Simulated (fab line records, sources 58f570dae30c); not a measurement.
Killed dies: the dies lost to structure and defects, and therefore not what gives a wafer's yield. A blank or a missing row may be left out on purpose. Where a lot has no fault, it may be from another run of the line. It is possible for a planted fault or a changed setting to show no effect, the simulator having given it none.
Struck lot and sound lot, side by side -- flow berkeley-cmos170 -- 16 steps out of a route of 331
Sound: wafers L234.1, L234.3, L234.6. The struck wafers were L241.2, L241.3, L241.5. At the end, the cause is stated.
Per side, at each step with rows, come the tool, then ch with its chambers, and then its first start. Under that, the readings that differ: sound wafers -- struck wafers -- difference of the means -- sigmas: that difference in standard deviations of wafers without a fault.
alike: words and numbers the same on both sides, and readings whose means are apart by under 2 such deviations; not compared: readings that were withheld, readings missing a value for some wafer, numbers with overlapping values and no deviation given by the record, and bounds like >300 which may hide the same value.
The two part at a step that has a row with sigmas, a row that says differs or no value, or rows on one side only. Numbers that don't overlap but have no deviation are shown without sigmas and don't part them. Lack of a reading on every wafer of one side parts them only where that side has two or more wafers.

UCB170_NVT_OVL_MEAS_06:
  sound on overlay-02 at day 7 06:20; struck on overlay-01 at day 8 13:42
  alike: NVT_OVL
next, for these wafers, 1 step has no rows: UCB170_NVT_IMPLANT_07.
UCB170_NVT_STRIP_08: strips in O2.
  sound on plasma-asher-04 ch 0, day 7 06:32; struck on plasma-asher-01 ch 0, day 8 13:53
reading,sound,struck,difference,sigmas
strip-time-to-endpoint-s (s),21.57 21.58 21.56,21.70 21.71 21.78,+0.16,+3
  alike: drypump-motor-current-A, oes-product-au
  not compared: rf-hours-counter-h
UCB170_NVT_TW_MEAS_09:
  sound on film-metro-01 at day 7 06:38; struck on film-metro-01 at day 8 13:59
  alike: NVT_TW
then, 7 steps without rows for these wafers: UCB170_NVT_CLEAN_10 (cleans in SPM, time 600 s); UCB170_PVT_HMDS_00 (prime time 60 s); UCB170_PVT_COAT_01 (resist thk 900 nm); UCB170_PVT_SOFTBAKE_02 (time 60 s); UCB170_PVT_EXPOSE_03 (exposes mask NWELL, target cd 3000 nm); UCB170_PVT_PEB_04; UCB170_PVT_DEVELOP_05 (develop time 45 s).
UCB170_PVT_OVL_MEAS_06:
  sound on overlay-02 at day 7 10:14; struck on overlay-01 at day 8 15:46
  alike: PVT_OVL
UCB170_PVT_IMPLANT_07:
  sound on implanter-01 ch 0, day 7 10:16; struck on implanter-03 ch 0, day 8 15:49
reading,sound,struck,difference,sigmas
dose-ions-cm2,1.9985e+12 2.0005e+12 1.9983e+12,1.1021e+12 1.1007e+12 1.1007e+12,-8.9793e+11,-99 or more
faraday-current-uA,6.47 6.38 6.22,3.52 3.45 3.58,-2.84,-24
UCB170_PVT_STRIP_08: strips in O2.
  sound on plasma-asher-04 ch 0,1, day 7 10:25; struck on plasma-asher-04 ch 0, day 8 15:56
  alike: drypump-motor-current-A, oes-product-au, strip-time-to-endpoint-s
  not compared: rf-hours-counter-h
UCB170_PVT_TW_MEAS_09:
  sound on film-metro-04 at day 7 10:31; struck on film-metro-03 at day 8 16:20
reading,sound,struck,difference,sigmas
PVT_TW,503 503 503,421 425 424,-80,-20
  not compared: hold
-- the record jumps here: 2 days lie between the struck wafers' starts before and after (it left off in module PVT and takes up again in module M3, whose first step shown is number 331 of the route) --
UCB170_M3_PROBE_99:
  rows exist in the record for the struck wafers here (prober-01, day 10 16:48), but not for the sound ones

== WHERE THEY PART ==
Earliest at UCB170_NVT_STRIP_08; latest, in this record, at UCB170_M3_PROBE_99.

WHY: whatever the simulator had introduced
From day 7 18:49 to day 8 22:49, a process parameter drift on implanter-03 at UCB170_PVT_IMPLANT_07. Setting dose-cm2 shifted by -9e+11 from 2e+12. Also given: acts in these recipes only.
